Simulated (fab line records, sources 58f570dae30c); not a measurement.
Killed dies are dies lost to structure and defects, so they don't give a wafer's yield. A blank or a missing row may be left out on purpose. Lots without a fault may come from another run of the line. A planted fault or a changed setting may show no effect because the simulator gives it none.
Which tool did it? | flow berkeley_cmos170 | 15 lots, 45 wafers sampled, at 1 step of a route of 331

WHAT THE GAUGES READ, wafer by wafer
The record holds no reading of a measuring or inspecting step that can be judged against a usual standard deviation.

WHICH TOOL RAN EACH LOT (tool, then ch and the chambers of the sampled wafers, then the start)
lot  | UCB170_V1_EXPOSE_09
L966 | krf_scanner-02 ch 0, day 8 08:04
L967 | krf_scanner-02 ch 0, day 8 18:11
L969 | krf_scanner-02 ch 0, day 8 20:40
L968 | krf_scanner-01 ch 0, day 8 23:40
L972 | krf_scanner-02 ch 0, day 9 13:42
L973 | krf_scanner-01 ch 0, day 9 17:34
L976 | krf_scanner-02 ch 0, day 10 05:20
L977 | krf_scanner-02 ch 0, day 10 06:34
L978 | krf_scanner-01 ch 0, day 10 11:23
L984 | krf_scanner-01, day 11 16:25
L982 | krf_scanner-01, day 11 17:40
L986 | krf_scanner-01, day 12 07:16
L989 | krf_scanner-02 ch 0, day 13 04:31
L987 | krf_scanner-02 ch 0, day 13 06:40
L988 | krf_scanner-02 ch 0, day 13 08:34
- UCB170_V1_EXPOSE_09: exposes mask VIA1, target cd 700 nm.

WHAT THE TOOLS THEMSELVES READ (means of the sampled wafers that have a number; where no wafer has one, the mark that the record gives instead)
UCB170_V1_EXPOSE_09. Usual: exposure_dose_mJ_cm2 37.01, standard deviation 0.036; focus_offset_nm 0.0 nm, standard deviation 0.58.
lot  | tool           | exposure_dose_mJ_cm2 | focus_offset_nm (nm) | flag
L966 | krf_scanner-02 | 37.00                | -0.6                 |
L967 | krf_scanner-02 | 36.95                | -0.3                 |
L969 | krf_scanner-02 | 36.99                | -0.4                 |
L968 | krf_scanner-01 | 37.00                | -0.1                 |
L972 | krf_scanner-02 | 37.02                | -0.1                 |
L973 | krf_scanner-01 | 37.02                | 0.3                  |
L976 | krf_scanner-02 | 37.04                | 0.3                  |
L977 | krf_scanner-02 | 37.04                | -0.8                 |
L978 | krf_scanner-01 | 37.01                | -0.3                 |
L984 | krf_scanner-01 | -                    | -                    | OFF
L982 | krf_scanner-01 | -                    | -                    | OFF
L986 | krf_scanner-01 | -                    | -                    | OFF
L989 | krf_scanner-02 | 37.02                | -0.4                 |
L987 | krf_scanner-02 | 36.98                | 0.6                  |
L988 | krf_scanner-02 | 37.00                | 0.3                  |

THE ANSWER, worked out from the rows above alone
Rule: a lot is off if the mean of its wafers that have a number lies more than 3 standard deviations from the usual mean. A lot without any number at a reading at which 4 lots or more have one is off too. The other lots that the step has rows for count as sound. The gauges are gone through in route order, then the tools' own readings, and for those a lot's mean is taken as printed above. The first step at which some lot is off is used, and at that step the reading that is off furthest; a lot without a number counts as furthest.
Off: L984, L982, L986, at UCB170_V1_EXPOSE_09 (exposure_dose_mJ_cm2). Without a number there: L984, L982, L986.
A tool fits if, at that step or a process step before it, it ran every lot that is off, and no sound lot after the first of them. One fits: krf_scanner-01 at UCB170_V1_EXPOSE_09. Its last sound lot is L978 (day 10 11:23), its first lot that is off L984 (day 11 16:25): a fault that began between those two fits.
Blank at UCB170_V1_EXPOSE_09 on the lots that are off, where sound lots have numbers: exposure_dose_mJ_cm2, focus_offset_nm.

WHAT THE SIMULATOR HAD PUT IN
Skipped step whole: krf_scanner-01, from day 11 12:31 on, at UCB170_V1_EXPOSE_09. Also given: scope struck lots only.
Lots struck among those shown: L984, L982, L986. The rule above found the same.
